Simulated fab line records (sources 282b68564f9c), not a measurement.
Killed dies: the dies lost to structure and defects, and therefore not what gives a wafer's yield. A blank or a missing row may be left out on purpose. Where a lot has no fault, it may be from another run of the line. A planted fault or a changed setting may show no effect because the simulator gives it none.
One fault through the eyes of 2 desks -- flow rit_cmos -- each desk holds nothing but its own numbers, with what lay behind them at the end

== AT THE TOOL OWNER'S DESK: furnace-01 ==
The tool's own readings at RIT_FOX2_OXIDATION_00 (target thk 350.7 nm, ox time 1130 s): means of the sampled wafers that have a number, for each lot that ran on this tool. If a lot's mean is further than 4 standard deviations from the usual mean, the lot is out of limits and carries the mark OUT (the distance appears in the brackets).
Columns: A = spike_tc_centre_C at RIT_FOX2_OXIDATION_00, usual 1102.7 C; B = spike_tc_load_C at RIT_FOX2_OXIDATION_00, usual 1128.8 C; C = spike_tc_source_C at RIT_FOX2_OXIDATION_00, usual 1131.2 C; D = tube_center_temp_C at RIT_FOX2_OXIDATION_00, usual 1100 C; E = tube_center_temp_C_max at RIT_FOX2_OXIDATION_00, usual 1102.8
lot,first seen here,A,B,C,D,E
L132,day 1 22:03,1103.2,1129.8,1131.4,1100,1103.3
L135,day 2 14:51,1104.3,1129.5,1130.9,1100,1103.0
L137,day 2 23:44,1103.7,1129.9,1132.1,1100,1103.1
L138,day 3 04:09,1102.9,1129.9,1132.2,1100,1103.0
L142,day 4 03:44,1103.6,1129.2,1133.1,1100,1103.5
L148,day 5 07:07,1080.5 (-22) OUT,1106.5 (-15) OUT,1108.6 (-10) OUT,1077 (-99 or more) OUT,1080.1 (-48) OUT
L150,day 5 16:11,1081.3 (-21) OUT,1106.3 (-15) OUT,1108.5 (-10) OUT,1077 (-99 or more) OUT,1080.2 (-48) OUT
This desk's verdict: out of limits on L148, L150, starting with L148 at day 5 07:07 (spike_tc_centre_C at RIT_FOX2_OXIDATION_00). In limits: L132, L135, L137, L138, L142.

== AT THE METROLOGY DESK ==
Means of the sampled wafers that have a number, per lot and without regard to the tool the lot ran on: this is what the gauges read. If a lot's mean is further than 4 standard deviations from the usual mean, the lot is out of limits and carries the mark OUT (the distance appears in the brackets).
Columns: A = FOX2_OXIDE_THK at RIT_FOX2_THK_MEAS_01, usual 348 nm; B = FIELD_OXIDE_LEFT_1_THK at RIT_FOX2_THK_MEAS_90, usual 321 nm; C = PWELL_OVL at RIT_PWELL_OVL_MEAS_06, usual -0.6 nm; D = FIELD_OXIDE_LEFT_2_THK at RIT_FOX2_THK_MEAS_91, usual 252 nm; E = cd_nm at RIT_GATE_CD_MEAS_90, usual 150.0 nm; F = REOX_OXIDE_THK at RIT_REOX_THK_MEAS_04, usual 25.2 nm
lot,first seen here,A,B,C,D,E,F
L132,day 1 23:22,350,322,-2.2,253,148.9,25.4
L135,day 2 16:10,349,322,-0.6,253,150.2,25.4
L136,day 2 19:30,352,325,-2.2,257,149.4,25.8
L137,day 3 01:05,344,316,-2.6,248,151.6,25.5
L138,day 3 05:28,345,317,-0.6,249,151.8,25.1
L140,day 3 17:40,347,319,-0.2,251,149.9,24.4
L141,day 3 22:44,354,327,-1.8,258,149.9,24.4
L142,day 4 05:04,349,322,0.4,253,147.4,25.1
L145,day 4 21:24,338,311,-1.8,243,151.8,24.8
L148,day 5 08:26,303 (-8.2) OUT,275 (-8.2) OUT,-2.1,207 (-8.3) OUT,151.2,25.5
L150,day 5 17:31,309 (-7.0) OUT,281 (-7.1) OUT,-0.9,213 (-7.2) OUT,149.3,24.8
L151,day 5 23:01,358,330,-0.4,261,151.0,24.5
L153,day 6 09:40,342,315,0.7,247,147.3,25.5
L154,day 6 14:59,352,324,-0.1,256,148.4,25.3
This desk reports L148, L150 out of limits; the earliest was L148 at day 5 08:26 (FOX2_OXIDE_THK at RIT_FOX2_THK_MEAS_01). In limits: L132, L135, L136, L137, L138, L140, L141, L142, L145, L151, L153, L154.

== BROUGHT TOGETHER ==
On L148, L150, at day 5 07:07, an alarm was possible from the tool owner's desk.
On L148, L150, the metrology desk was in a position to raise an alarm at day 5 08:26.
RIT_FOX2_OXIDATION_00 was run on furnace-01 by each of the lots named.

== WHAT THE SIMULATOR HAD PUT IN ==
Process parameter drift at RIT_FOX2_OXIDATION_00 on furnace-01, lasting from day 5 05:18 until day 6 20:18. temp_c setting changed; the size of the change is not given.
Struck lots among those shown: L148, L150.
Hours from the fault's start to each desk's first reading out of limits: the tool owner's desk, 2; the metrology desk, 3.
